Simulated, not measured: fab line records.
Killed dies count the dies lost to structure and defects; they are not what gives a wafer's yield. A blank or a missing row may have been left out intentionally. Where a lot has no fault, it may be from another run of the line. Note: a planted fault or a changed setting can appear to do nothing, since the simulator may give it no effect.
Which tool did it? || flow berkeley cmos170 || 42 wafers from 14 lots sampled at 4 of the route's 331 steps

== WHAT THE GAUGES READ, wafer by wafer ==
UCB170_FIELD_THK_MEAS_02.
{"lot": "L682", "measured": "day 5 05:18", "on": "film metro-01", "FIELD_OXIDE_THK (nm)": "557 569 567"}
{"lot": "L683", "measured": "day 5 11:08", "on": "film metro-02", "FIELD_OXIDE_THK (nm)": "584 579 582"}
{"lot": "L684", "measured": "day 5 16:40", "on": "film metro-03", "FIELD_OXIDE_THK (nm)": "565 559 570"}
{"lot": "L685", "measured": "day 5 16:38", "on": "film metro-01", "FIELD_OXIDE_THK (nm)": "559 545 560"}
{"lot": "L686", "measured": "day 6 00:58", "on": "film metro-03", "FIELD_OXIDE_THK (nm)": "563 568 559"}
{"lot": "L687", "measured": "day 6 11:58", "on": "film metro-03", "FIELD_OXIDE_THK (nm)": "584 583 573"}
{"lot": "L688", "measured": "day 6 12:01", "on": "film metro-03", "FIELD_OXIDE_THK (nm)": "555 556 558"}
{"lot": "L691", "measured": "day 6 23:43", "on": "film metro-03", "FIELD_OXIDE_THK (nm)": "352 358 359"}
{"lot": "L692", "measured": "day 7 05:19", "on": "film metro-03", "FIELD_OXIDE_THK (nm)": "349 362 363"}
{"lot": "L698", "measured": "day 9 09:52", "on": "film metro-03", "FIELD_OXIDE_THK (nm)": "566 579 575"}
{"lot": "L699", "measured": "day 9 09:51", "on": "film metro-01", "FIELD_OXIDE_THK (nm)": "559 581 571"}
{"lot": "L700", "measured": "day 9 09:52", "on": "film metro-02", "FIELD_OXIDE_THK (nm)": "585 583 572"}
{"lot": "L704", "measured": "day 10 08:53", "on": "film metro-01", "FIELD_OXIDE_THK (nm)": "562 557 558"}
{"lot": "L705", "measured": "day 10 20:23", "on": "film metro-01", "FIELD_OXIDE_THK (nm)": "546 558 546"}

UCB170_FIELD_THK_MEAS_90.
{"lot": "L682", "measured": "day 5 12:35", "on": "film metro-01", "FIELD_OXIDE_LEFT_1_THK (nm)": "439 450 449"}
{"lot": "L683", "measured": "day 5 23:29", "on": "film metro-03", "FIELD_OXIDE_LEFT_1_THK (nm)": "467 462 465"}
{"lot": "L684", "measured": "day 6 02:54", "on": "film metro-02", "FIELD_OXIDE_LEFT_1_THK (nm)": "449 443 454"}
{"lot": "L685", "measured": "day 6 02:52", "on": "film metro-01", "FIELD_OXIDE_LEFT_1_THK (nm)": "444 430 444"}
{"lot": "L686", "measured": "day 6 11:36", "on": "film metro-02", "FIELD_OXIDE_LEFT_1_THK (nm)": "445 451 442"}
{"lot": "L687", "measured": "day 6 22:34", "on": "film metro-01", "FIELD_OXIDE_LEFT_1_THK (nm)": "468 467 458"}
{"lot": "L688", "measured": "day 6 22:30", "on": "film metro-02", "FIELD_OXIDE_LEFT_1_THK (nm)": "437 438 441"}
{"lot": "L691", "measured": "day 7 11:59", "on": "film metro-01", "FIELD_OXIDE_LEFT_1_THK (nm)": "237 243 244"}
{"lot": "L692", "measured": "day 7 11:59", "on": "film metro-02", "FIELD_OXIDE_LEFT_1_THK (nm)": "232 246 248"}
{"lot": "L698", "measured": "day 9 20:18", "on": "film metro-01", "FIELD_OXIDE_LEFT_1_THK (nm)": "449 461 458"}
{"lot": "L699", "measured": "day 9 20:17", "on": "film metro-03", "FIELD_OXIDE_LEFT_1_THK (nm)": "442 465 454"}
{"lot": "L700", "measured": "day 9 20:18", "on": "film metro-02", "FIELD_OXIDE_LEFT_1_THK (nm)": "466 466 455"}
{"lot": "L704", "measured": "day 10 21:23", "on": "film metro-03", "FIELD_OXIDE_LEFT_1_THK (nm)": "445 440 440"}
{"lot": "L705", "measured": "day 11 04:53", "on": "film metro-01", "FIELD_OXIDE_LEFT_1_THK (nm)": "431 442 430"}

UCB170_FIELD_THK_MEAS_91.
{"lot": "L682", "measured": "day 6 13:49", "on": "film metro-01", "FIELD_OXIDE_LEFT_2_THK (nm)": "351 363 361"}
{"lot": "L683", "measured": "day 6 23:32", "on": "film metro-01", "FIELD_OXIDE_LEFT_2_THK (nm)": "379 373 377"}
{"lot": "L684", "measured": "day 6 23:41", "on": "film metro-01", "FIELD_OXIDE_LEFT_2_THK (nm)": "361 355 366"}
{"lot": "L685", "measured": "day 6 23:42", "on": "film metro-02", "FIELD_OXIDE_LEFT_2_THK (nm)": "355 342 356"}
{"lot": "L686", "measured": "day 7 09:37", "on": "film metro-02", "FIELD_OXIDE_LEFT_2_THK (nm)": "357 362 354"}
{"lot": "L687", "measured": "day 8 05:35", "on": "film metro-02", "FIELD_OXIDE_LEFT_2_THK (nm)": "381 379 370"}
{"lot": "L688", "measured": "day 8 05:14", "on": "film metro-01", "FIELD_OXIDE_LEFT_2_THK (nm)": "350 350 353"}
{"lot": "L691", "measured": "day 8 21:56", "on": "film metro-02", "FIELD_OXIDE_LEFT_2_THK (nm)": "149 155 156"}
{"lot": "L692", "measured": "day 8 21:37", "on": "film metro-01", "FIELD_OXIDE_LEFT_2_THK (nm)": "145 158 160"}
{"lot": "L698", "measured": "day 11 00:52", "on": "film metro-02", "FIELD_OXIDE_LEFT_2_THK (nm)": "361 373 370"}
{"lot": "L699", "measured": "day 11 00:16", "on": "film metro-03", "FIELD_OXIDE_LEFT_2_THK (nm)": "354 376 366"}
{"lot": "L700", "measured": "day 11 00:35", "on": "film metro-02", "FIELD_OXIDE_LEFT_2_THK (nm)": "378 378 367"}
{"lot": "L704", "measured": "day 11 21:28", "on": "film metro-01", "FIELD_OXIDE_LEFT_2_THK (nm)": "356 352 353"}
{"lot": "L705", "measured": "day 12 04:53", "on": "film metro-01", "FIELD_OXIDE_LEFT_2_THK (nm)": "342 353 342"}

== WHAT TOOL EACH LOT RAN ON (gives the tool, then ch and the chambers of the sampled wafers, and finally the start) ==
{"lot": "L682", "UCB170_FIELD_OXIDATION_01": "furnace-02 ch 0, day 5 02:17"}
{"lot": "L683", "UCB170_FIELD_OXIDATION_01": "furnace-02 ch 0, day 5 08:08"}
{"lot": "L684", "UCB170_FIELD_OXIDATION_01": "furnace-04 ch 0, day 5 13:37"}
{"lot": "L685", "UCB170_FIELD_OXIDATION_01": "furnace-04 ch 0, day 5 13:37"}
{"lot": "L686", "UCB170_FIELD_OXIDATION_01": "furnace-01 ch 0, day 5 21:58"}
{"lot": "L687", "UCB170_FIELD_OXIDATION_01": "furnace-04 ch 0, day 6 08:57"}
{"lot": "L688", "UCB170_FIELD_OXIDATION_01": "furnace-04 ch 0, day 6 08:57"}
{"lot": "L691", "UCB170_FIELD_OXIDATION_01": "furnace-04 ch 0, day 6 20:43"}
{"lot": "L692", "UCB170_FIELD_OXIDATION_01": "furnace-04 ch 0, day 7 02:19"}
{"lot": "L698", "UCB170_FIELD_OXIDATION_01": "furnace-01 ch 0, day 9 06:50"}
{"lot": "L699", "UCB170_FIELD_OXIDATION_01": "furnace-01 ch 0, day 9 06:50"}
{"lot": "L700", "UCB170_FIELD_OXIDATION_01": "furnace-01 ch 0, day 9 06:50"}
{"lot": "L704", "UCB170_FIELD_OXIDATION_01": "furnace-04 ch 0, day 10 05:53"}
{"lot": "L705", "UCB170_FIELD_OXIDATION_01": "furnace-02 ch 0, day 10 17:23"}
- UCB170_FIELD_OXIDATION_01: target thk 558.3 nm, ox time 7200 s.

== AS READ BY THE TOOLS THEMSELVES (means over the sampled wafers that have a number; for cases with no such wafer, the mark the record gives instead) ==
The record holds no such reading with a usual standard deviation.

== THE ANSWER, worked out from the rows above alone ==
Rule: what is usual is taken from the lots themselves. The widest of any qualifying gaps counts: lots, ordered by their means at a reading, are off when they make up no more than a third of the lots, leave a main group of 4 or more, and stand apart from it by 3 or more times the standard deviation of that group's means. The tables above print the reading to a certain number of digits; a main group whose means all agree to those digits is not used. A lot without any number at a reading at which 4 lots or more have one is off too. Where the step has rows for the other lots, those lots are counted as sound. After the gauges, taken in route order, come the tools' own readings; for these a lot's mean is taken, as printed above. The first step at which some lot is off is used, and at that step the reading that is off furthest; a lot without a number counts as furthest.
Off: L691, L692, seen at UCB170_FIELD_THK_MEAS_02 (FIELD_OXIDE_THK). Mean 566 nm and standard deviation 10 in the main group.
A tool fits if, at a process step before that reading, it ran every lot that is off, and no sound lot after the first of them. The gauges at UCB170_FIELD_THK_MEAS_02 aren't tried: what is off there is off at UCB170_FIELD_THK_MEAS_90 too, on other tools, and a gauge's error can't cause that. Not one of the candidates tried fits.

== WHAT THE SIMULATOR PUT IN ==
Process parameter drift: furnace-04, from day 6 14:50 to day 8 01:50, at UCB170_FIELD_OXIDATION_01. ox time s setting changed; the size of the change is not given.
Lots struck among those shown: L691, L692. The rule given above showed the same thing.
